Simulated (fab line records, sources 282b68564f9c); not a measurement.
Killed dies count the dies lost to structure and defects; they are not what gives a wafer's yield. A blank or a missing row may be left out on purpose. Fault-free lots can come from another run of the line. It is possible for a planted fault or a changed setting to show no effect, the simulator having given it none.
Which of the tools did it?    flow rit-cmos    13 lots with 39 wafers sampled at 6 steps, on a route of 202 steps

== WHAT THE GAUGES READ, wafer by wafer ==
RIT_ACTIVE_THK_MEAS_04.
lot   measured     on             ACTIVE_NITRIDE_THK (nm)
L720  day 1 13:59  film-metro-04  150.3 149.0 149.7
L721  day 1 21:05  film-metro-03  148.7 148.1 148.7
L722  day 2 00:44  film-metro-04  150.8 150.4 150.1
L723  day 2 05:37  film-metro-04  151.6 153.4 153.1
L724  day 2 09:32  film-metro-02  149.4 150.7 151.9
L726  day 2 19:32  film-metro-04  150.7 150.5 150.2
L733  day 4 09:32  film-metro-02  186.0 185.2 186.0
L734  day 4 12:39  film-metro-02  151.5 149.4 150.8
L735  day 4 17:51  film-metro-04  148.9 150.2 149.1
L738  day 5 09:28  film-metro-04  148.9 149.7 151.5
L739  day 5 14:34  film-metro-02  149.5 150.5 151.0
L740  day 5 21:07  film-metro-02  149.8 150.2 150.2
L742  day 6 04:08  film-metro-03  149.8 150.3 151.0

RIT_PWELL_TW_MEAS_10.
lot   measured     on             PWELL_TW
L720  day 2 03:44  film-metro-04  951 950 949
L721  day 2 07:04  film-metro-04  945 949 948
L722  day 2 09:53  film-metro-01  938 943 941
L723  day 2 16:33  film-metro-04  946 946 948
L724  day 2 20:26  film-metro-03  946 943 942
L726  day 3 06:09  film-metro-03  936 941 938
L733  day 4 18:34  film-metro-04  958 958 954
L734  day 4 23:21  film-metro-01  940 937 934
L735  day 5 03:47  film-metro-04  955 957 957
L738  day 5 19:08  film-metro-01  940 942 944
L739  day 5 23:44  film-metro-01  947 946 948
L740  day 6 08:10  film-metro-01  947 946 944
L742  day 6 14:18  film-metro-01  945 942 939

RIT_M1_BOW_MEAS_16.
lot   measured     on             M1_BOW (um)
L720  day 3 15:47  film-metro-03  13 14 5
L721  day 3 18:28  film-metro-02  17 22 17
L722  day 3 21:29  film-metro-03  18 20 18
L723  day 4 05:20  film-metro-02  12 16 -1
L724  day 4 07:46  film-metro-03  14 9 15
L726  day 4 17:22  film-metro-04  17 15 6
L733  day 6 09:56  film-metro-04  24 15 30
L734  day 6 14:20  film-metro-04  21 28 13
L735  day 6 17:29  film-metro-02  14 5 20
L738  day 7 08:11  film-metro-02  26 32 16
L739  day 7 14:00  film-metro-02  21 16 20
L740  day 7 22:01  film-metro-04  11 15 22
L742  day 8 03:01  film-metro-03  25 21 16

== WHICH TOOL RAN EACH LOT (tool, then ch and the chambers of the sampled wafers, then the start) ==
lot   RIT_ACTIVE_CVD_03           RIT_ACTIVE_ETCH_13                 RIT_GATE_ETCH_19
L720  lpcvd-02 ch 0, day 1 12:34  rie-diel-01 ch 2,3, day 1 15:17    rie-si-01 ch 0,1, day 2 18:51
L721  lpcvd-01 ch 1, day 1 19:40  rie-diel-02 ch 1,3, day 1 22:16    rie-si-02 ch 2,3, day 2 21:37
L722  lpcvd-01 ch 1, day 1 23:19  rie-diel-01 ch 0,2, day 2 01:55    rie-si-01 ch 0,2, day 3 00:08
L723  lpcvd-01 ch 1, day 2 04:11  rie-diel-02 ch 2,3, day 2 07:07    rie-si-02 ch 0,1, day 3 09:38
L724  lpcvd-01 ch 0, day 2 08:07  rie-diel-01 ch 0,1,2, day 2 10:57  rie-si-01 ch 1,2,3, day 3 10:37
L726  lpcvd-01 ch 1, day 2 18:07  rie-diel-03 ch 1,3, day 2 20:43    rie-si-01 ch 0,2, day 3 21:49
L733  lpcvd-02 ch 1, day 4 08:06  rie-diel-02 ch 0,3, day 4 10:49    rie-si-02 ch 0,1,2, day 5 12:34
L734  lpcvd-01 ch 1, day 4 10:31  rie-diel-03 ch 0,1,2, day 4 13:56  rie-si-01 ch 1,2,3, day 5 17:50
L735  lpcvd-01 ch 1, day 4 16:25  rie-diel-02 ch 1,3, day 4 19:01    rie-si-02 ch 1,3, day 5 21:02
L738  lpcvd-01 ch 1, day 5 08:02  rie-diel-03 ch 0,1,2, day 5 10:46  rie-si-01 ch 0,1,3, day 6 12:09
L739  lpcvd-01 ch 1, day 5 13:08  rie-diel-01 ch 0,1,2, day 5 15:44  rie-si-02 ch 1,3, day 6 16:16
L740  lpcvd-01 ch 0, day 5 19:42  rie-diel-02 ch 0,3, day 5 22:18    rie-si-01 ch 2,3, day 7 00:38
L742  lpcvd-01 ch 0, day 6 02:41  rie-diel-01 ch 0,1,2, day 6 05:35  rie-si-01 ch 0,3, day 7 05:09
- RIT_ACTIVE_CVD_03: deposits Si3N4 from SiH2Cl2/NH3, target thk 150 nm, time 1500 s.
- RIT_ACTIVE_ETCH_13: etches Si3N4 in SF6, stops on SiO2, time 210 s, target depth 210 nm.
- RIT_GATE_ETCH_19: etches poly-Si in SF6/CHF3/O2, stops on SiO2, time 165 s, target depth 312.5 nm.

== AS READ BY THE TOOLS THEMSELVES (means over the sampled wafers that have a number; for cases with no such wafer, the mark the record gives instead) ==
RIT_ACTIVE_CVD_03.
lot   tool      sih2cl2-flow-sccm (sccm)  spike-tc-centre-C (C)  spike-tc-load-C (C)  zone-power-centre-pct (%)
L720  lpcvd-02  59.95                     813.0                  838.5                40
L721  lpcvd-01  60.04                     811.9                  829.9                28
L722  lpcvd-01  60.12                     813.6                  831.2                28
L723  lpcvd-01  60.11                     812.4                  830.1                28
L724  lpcvd-01  59.82                     811.0                  833.4                41
L726  lpcvd-01  60.02                     812.3                  829.6                28
L733  lpcvd-02  60.08                     822.0                  845.3                40
L734  lpcvd-01  59.88                     812.8                  830.3                28
L735  lpcvd-01  60.00                     811.1                  829.9                28
L738  lpcvd-01  59.81                     811.7                  830.8                28
L739  lpcvd-01  59.94                     811.6                  830.3                28
L740  lpcvd-01  60.14                     811.9                  833.4                40
L742  lpcvd-01  59.93                     810.5                  834.7                40

RIT_ACTIVE_ETCH_13.
lot   tool         drypump-motor-current-A (A)  oes-product-au (a.u.)  throttle-valve-pct (%)
L720  rie-diel-01  5.4                          0.822                  7.54
L721  rie-diel-02  5.1                          0.812                  7.50
L722  rie-diel-01  5.3                          0.811                  7.53
L723  rie-diel-02  5.9                          0.823                  7.62
L724  rie-diel-01  5.5                          0.823                  7.54
L726  rie-diel-03  5.9                          0.817                  7.36
L733  rie-diel-02  5.6                          0.916                  7.57
L734  rie-diel-03  5.8                          0.822                  7.40
L735  rie-diel-02  5.1                          0.814                  7.50
L738  rie-diel-03  5.8                          0.825                  7.41
L739  rie-diel-01  5.5                          0.822                  7.53
L740  rie-diel-02  5.4                          0.808                  7.49
L742  rie-diel-01  5.5                          0.823                  7.53

RIT_GATE_ETCH_19.
lot   tool       CHF3_flow_sccm (sccm)  drypump-motor-current-A (A)  oes-product-au (a.u.)  throttle-valve-pct (%)
L720  rie-si-01  30.01                  5.46                         0.869                  10.07
L721  rie-si-02  29.96                  5.98                         0.820                  10.21
L722  rie-si-01  30.02                  5.62                         0.868                  10.05
L723  rie-si-02  30.07                  5.76                         0.857                  10.20
L724  rie-si-01  30.07                  5.71                         0.861                  10.35
L726  rie-si-01  30.02                  5.69                         0.868                  10.18
L733  rie-si-02  30.02                  5.65                         0.841                  10.21
L734  rie-si-01  30.02                  5.73                         0.862                  10.36
L735  rie-si-02  30.01                  5.90                         0.845                  10.24
L738  rie-si-01  29.89                  5.64                         0.869                  10.22
L739  rie-si-02  29.90                  5.92                         0.834                  10.23
L740  rie-si-01  29.95                  5.89                         0.866                  10.34
L742  rie-si-01  29.96                  5.87                         0.869                  10.22

== THE ANSWER, worked out from the rows above alone ==
Rule: the lots themselves supply what counts as usual. The widest of any qualifying gaps counts: lots, ordered by their means at a reading, are off when they make up no more than a third of the lots, leave a main group of 4 or more, and stand apart from it by 3 or more times the standard deviation of that group's means. The tables above print the reading to a certain number of digits; a main group whose means all agree to those digits is not used. A lot without any number at a reading at which 4 lots or more have one is off too. All remaining lots with rows at the step are treated as sound. After the gauges, taken in route order, come the tools' own readings; for these a lot's mean is taken, as printed above. At the first step where some lot is off, the reading lying furthest off is the one used; lots without a number count as furthest.
Off: L733, seen at RIT_ACTIVE_THK_MEAS_04 (ACTIVE_NITRIDE_THK). The main group: mean 150.3 nm, standard deviation 0.94.
If a tool, at a process step before that reading, ran all the lots that are off and no sound lot after the first of them, it fits. Not tried: the gauges at RIT_ACTIVE_THK_MEAS_04; whatever is off there is also off at RIT_ACTIVE_CVD_03, on other tools, and gauge error can't account for it. One fits: RIT_ACTIVE_CVD_03 on lpcvd-02. Its last sound lot is L720 (day 1 12:34), its first lot that is off L733 (day 4 08:06): a fault that began between those two fits.
The tool's own readings at RIT_ACTIVE_CVD_03 bear it out: on the lots that are off they differ by more than 5 times the standard deviation of the sound lots' means. spike-tc-centre-C reads 822.0 C there against 812.0 C on the sound lots; spike-tc-load-C reads 845.3 C there against 831.8 C on the sound lots.

== WHAT WAS PUT IN BY THE SIMULATOR ==
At RIT_ACTIVE_CVD_03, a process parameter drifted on lpcvd-02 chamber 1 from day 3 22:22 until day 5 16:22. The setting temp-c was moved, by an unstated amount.
Shown lots that were struck: L733. The rule above reached the same finding.
